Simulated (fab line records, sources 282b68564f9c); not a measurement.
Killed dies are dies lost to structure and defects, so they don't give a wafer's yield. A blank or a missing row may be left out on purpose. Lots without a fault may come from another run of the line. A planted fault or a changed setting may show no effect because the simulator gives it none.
Which tool did it? | flow rit_cmos | 15 lots, 45 wafers sampled, at 2 steps of a route of 202

WHAT THE GAUGES READ, wafer by wafer
RIT_PSD_OVL_MEAS_06.
lot  | measured    | on         | PSD_OVL (nm)
L249 | day 3 02:47 | overlay-01 | -2.5 -2.4 -1.3
L250 | day 3 12:29 | overlay-02 | -2.5 -1.7 -0.9
L251 | day 3 15:03 | overlay-01 | -2.1 -2.0 -1.7
L252 | day 3 18:30 | overlay-02 | 0.2 0.9 -1.2
L253 | day 4 01:58 | overlay-01 | -0.6 -2.1 -1.2
L254 | day 4 11:17 | overlay-02 | 2.5 -0.8 0.6
L255 | day 4 13:27 | overlay-02 | -0.2 -1.0 0.0
L256 | day 4 16:16 | overlay-02 | 1.5 2.2 1.9
L257 | day 4 23:52 | overlay-02 | 0.2 0.1 1.7
L260 | day 5 14:52 | overlay-01 | 0.7 -0.5 -1.3
L261 | day 6 00:14 | overlay-02 | 0.0 -0.2 -3.6
L262 | day 6 07:40 | overlay-02 | 130.4 131.7 129.8
L265 | day 7 12:40 | overlay-02 | 0.3 0.4 -0.6
L267 | day 8 03:03 | overlay-01 | 129.8 128.2 129.0
L268 | day 8 03:11 | overlay-02 | 130.2 130.3 130.3

WHICH TOOL RAN EACH LOT (tool, then ch and the chambers of the sampled wafers, then the start)
lot  | RIT_PSD_EXPOSE_03
L249 | iline_stepper-01 ch 0, day 3 02:23
L250 | iline_stepper-01 ch 0, day 3 12:07
L251 | iline_stepper-01 ch 0, day 3 14:39
L252 | iline_stepper-01 ch 0, day 3 17:53
L253 | iline_stepper-01 ch 0, day 4 01:34
L254 | iline_stepper-01 ch 0, day 4 10:53
L255 | iline_stepper-01 ch 0, day 4 13:05
L256 | iline_stepper-02 ch 0, day 4 15:52
L257 | iline_stepper-01 ch 0, day 4 23:29
L260 | iline_stepper-02 ch 0, day 5 14:28
L261 | iline_stepper-02 ch 0, day 5 23:50
L262 | iline_stepper-01 ch 0, day 6 07:16
L265 | iline_stepper-02 ch 0, day 7 12:14
L267 | iline_stepper-01 ch 0, day 8 02:33
L268 | iline_stepper-01 ch 0, day 8 02:41
- RIT_PSD_EXPOSE_03: exposes mask M10, target cd 40900 nm.

WHAT THE TOOLS THEMSELVES READ (means of the sampled wafers that have a number; where no wafer has one, the mark that the record gives instead)
RIT_PSD_EXPOSE_03.
lot  | tool             | focus_offset_nm (nm)
L249 | iline_stepper-01 | -0.8
L250 | iline_stepper-01 | -0.3
L251 | iline_stepper-01 | 0.2
L252 | iline_stepper-01 | -0.1
L253 | iline_stepper-01 | 0.3
L254 | iline_stepper-01 | 0.1
L255 | iline_stepper-01 | -0.2
L256 | iline_stepper-02 | -0.2
L257 | iline_stepper-01 | 0.4
L260 | iline_stepper-02 | 0.3
L261 | iline_stepper-02 | 0.1
L262 | iline_stepper-01 | -0.1
L265 | iline_stepper-02 | 0.5
L267 | iline_stepper-01 | -0.4
L268 | iline_stepper-01 | 0.2

THE ANSWER, worked out from the rows above alone
Rule: what is usual is taken from the lots themselves. Put in order of their means at a reading, lots are off if they are a third of the lots or fewer, leave a main group of 4 or more, and stand apart from it by a gap of 3 or more times the standard deviation of the main group's means; of several such gaps the widest counts. A main group whose means are all the same, to the digits that the tables above print for the reading, isn't used. A lot without any number at a reading at which 4 lots or more have one is off too. The other lots that the step has rows for count as sound. The gauges are gone through in route order, then the tools' own readings, and for those a lot's mean is taken as printed above. The first step at which some lot is off is used, and at that step the reading that is off furthest; a lot without a number counts as furthest.
Off: L262, L267, L268, at RIT_PSD_OVL_MEAS_06 (PSD_OVL). The main group: mean -0.5 nm, standard deviation 1.2.
A tool fits if, at a process step before that reading, it ran every lot that is off, and no sound lot after the first of them. The gauges at RIT_PSD_OVL_MEAS_06 are tried like those tools. One fits: iline_stepper-01 at RIT_PSD_EXPOSE_03. Its last sound lot is L257 (day 4 23:29), its first lot that is off L262 (day 6 07:16): a fault that began between those two fits.

WHAT THE SIMULATOR HAD PUT IN
Scanner matching overlay: iline_stepper-01, from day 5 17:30 on, at RIT_PSD_EXPOSE_03. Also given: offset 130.
Lots struck among those shown: L262, L267, L268. The rule above found the same.
